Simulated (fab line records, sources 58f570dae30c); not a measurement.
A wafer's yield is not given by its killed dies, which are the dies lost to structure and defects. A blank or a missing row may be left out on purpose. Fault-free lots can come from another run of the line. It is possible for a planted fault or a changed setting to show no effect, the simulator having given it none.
Lot-split experiment / flow berkeley-cmos170 / on a route of 331 steps: 5 lots, 23 wafers read

SPLIT DETAILS
At UCB170_PWELL_CVD_05 (deposits Si3N4 from SiH2Cl2/NH3, target thk 220 nm, time 3300 s), the setting temp-c was moved away from the recipe's 800 C on 20 of the 23 wafers read, by +1.1% to +2.7%. All remaining wafers had this setting at the recipe value.

The file shows no step between the split and the reading.

THE READING
PWELL_NITRIDE_THK, in nm, at UCB170_PWELL_THK_MEAS_06. On this fab line, fault-free wafers typically give 219.6 nm with a standard deviation of 1.6 nm.

wafer=L075.1; tool, chamber at the split=lpcvd-01, 0; temp-c as run, C=800; against the recipe=recipe; PWELL_NITRIDE_THK, nm=218.8; against lot-mates on the recipe=-
wafer=L075.3; tool, chamber at the split=lpcvd-01, 0; temp-c as run, C=800; against the recipe=recipe; PWELL_NITRIDE_THK, nm=220.0; against lot-mates on the recipe=-
wafer=L075.5; tool, chamber at the split=lpcvd-01, 0; temp-c as run, C=800; against the recipe=recipe; PWELL_NITRIDE_THK, nm=217.0; against lot-mates on the recipe=-
wafer=L076.2; tool, chamber at the split=-, -; temp-c as run, C=809; against the recipe=+1.1%; PWELL_NITRIDE_THK, nm=258.4; against lot-mates on the recipe=no lot-mate on the recipe
wafer=L076.3; tool, chamber at the split=-, -; temp-c as run, C=809; against the recipe=+1.1%; PWELL_NITRIDE_THK, nm=258.2; against lot-mates on the recipe=no lot-mate on the recipe
wafer=L076.4; tool, chamber at the split=-, -; temp-c as run, C=809; against the recipe=+1.1%; PWELL_NITRIDE_THK, nm=259.3; against lot-mates on the recipe=no lot-mate on the recipe
wafer=L076.5; tool, chamber at the split=-, -; temp-c as run, C=809; against the recipe=+1.1%; PWELL_NITRIDE_THK, nm=260.7; against lot-mates on the recipe=no lot-mate on the recipe
wafer=L076.6; tool, chamber at the split=-, -; temp-c as run, C=809; against the recipe=+1.1%; PWELL_NITRIDE_THK, nm=259.0; against lot-mates on the recipe=no lot-mate on the recipe
wafer=L078.1; tool, chamber at the split=-, -; temp-c as run, C=808.8; against the recipe=+1.1%; PWELL_NITRIDE_THK, nm=255.4; against lot-mates on the recipe=no lot-mate on the recipe
wafer=L078.2; tool, chamber at the split=-, -; temp-c as run, C=808.8; against the recipe=+1.1%; PWELL_NITRIDE_THK, nm=255.2; against lot-mates on the recipe=no lot-mate on the recipe
wafer=L078.4; tool, chamber at the split=-, -; temp-c as run, C=808.8; against the recipe=+1.1%; PWELL_NITRIDE_THK, nm=257.4; against lot-mates on the recipe=no lot-mate on the recipe
wafer=L078.5; tool, chamber at the split=-, -; temp-c as run, C=808.8; against the recipe=+1.1%; PWELL_NITRIDE_THK, nm=254.7; against lot-mates on the recipe=no lot-mate on the recipe
wafer=L078.6; tool, chamber at the split=-, -; temp-c as run, C=808.8; against the recipe=+1.1%; PWELL_NITRIDE_THK, nm=258.0; against lot-mates on the recipe=no lot-mate on the recipe
wafer=L080.1; tool, chamber at the split=-, -; temp-c as run, C=814.8; against the recipe=+1.8%; PWELL_NITRIDE_THK, nm=285.2; against lot-mates on the recipe=no lot-mate on the recipe
wafer=L080.2; tool, chamber at the split=-, -; temp-c as run, C=814.8; against the recipe=+1.8%; PWELL_NITRIDE_THK, nm=286.8; against lot-mates on the recipe=no lot-mate on the recipe
wafer=L080.3; tool, chamber at the split=-, -; temp-c as run, C=814.8; against the recipe=+1.8%; PWELL_NITRIDE_THK, nm=287.3; against lot-mates on the recipe=no lot-mate on the recipe
wafer=L080.4; tool, chamber at the split=-, -; temp-c as run, C=814.8; against the recipe=+1.8%; PWELL_NITRIDE_THK, nm=284.3; against lot-mates on the recipe=no lot-mate on the recipe
wafer=L080.5; tool, chamber at the split=-, -; temp-c as run, C=814.8; against the recipe=+1.8%; PWELL_NITRIDE_THK, nm=285.6; against lot-mates on the recipe=no lot-mate on the recipe
wafer=L084.1; tool, chamber at the split=-, -; temp-c as run, C=821.6; against the recipe=+2.7%; PWELL_NITRIDE_THK, nm=321.1; against lot-mates on the recipe=no lot-mate on the recipe
wafer=L084.2; tool, chamber at the split=-, -; temp-c as run, C=821.6; against the recipe=+2.7%; PWELL_NITRIDE_THK, nm=322.0; against lot-mates on the recipe=no lot-mate on the recipe
wafer=L084.3; tool, chamber at the split=-, -; temp-c as run, C=821.6; against the recipe=+2.7%; PWELL_NITRIDE_THK, nm=322.5; against lot-mates on the recipe=no lot-mate on the recipe
wafer=L084.5; tool, chamber at the split=-, -; temp-c as run, C=821.6; against the recipe=+2.7%; PWELL_NITRIDE_THK, nm=322.5; against lot-mates on the recipe=no lot-mate on the recipe
wafer=L084.6; tool, chamber at the split=-, -; temp-c as run, C=821.6; against the recipe=+2.7%; PWELL_NITRIDE_THK, nm=321.6; against lot-mates on the recipe=no lot-mate on the recipe

FIT RESULTS
A straight line over all 23 wafers: PWELL_NITRIDE_THK changes by +38.7 nm for each +1% of temp-c; r = +1.00; the points scatter about the line by 2.2 nm.
Too few moved wafers have a lot-mate on the recipe to fit a line with each lot's own level taken away.

THE WHOLE CHAIN: every reading that the file lists as answering this split, in the file's order
step=UCB170_PWELL_CVD_05; what it does=deposits Si3N4 from SiH2Cl2/NH3, target thk 220 nm, time 3300 s; reading=Si3N4_of_PWELL_CVD_05.thk-nm (the simulator's own value, which no gauge read); change (the file's fit)=+38.7 nm for each +1% of the setting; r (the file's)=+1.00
step=UCB170_PWELL_THK_MEAS_06; what it does=; reading=PWELL_NITRIDE_THK; change (the file's fit)=+38.7 for each +1% of the setting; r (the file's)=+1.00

THE FILE'S OWN FIT
PWELL_NITRIDE_THK changes by +38.7 nm for each +1% of temp-c, r = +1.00.
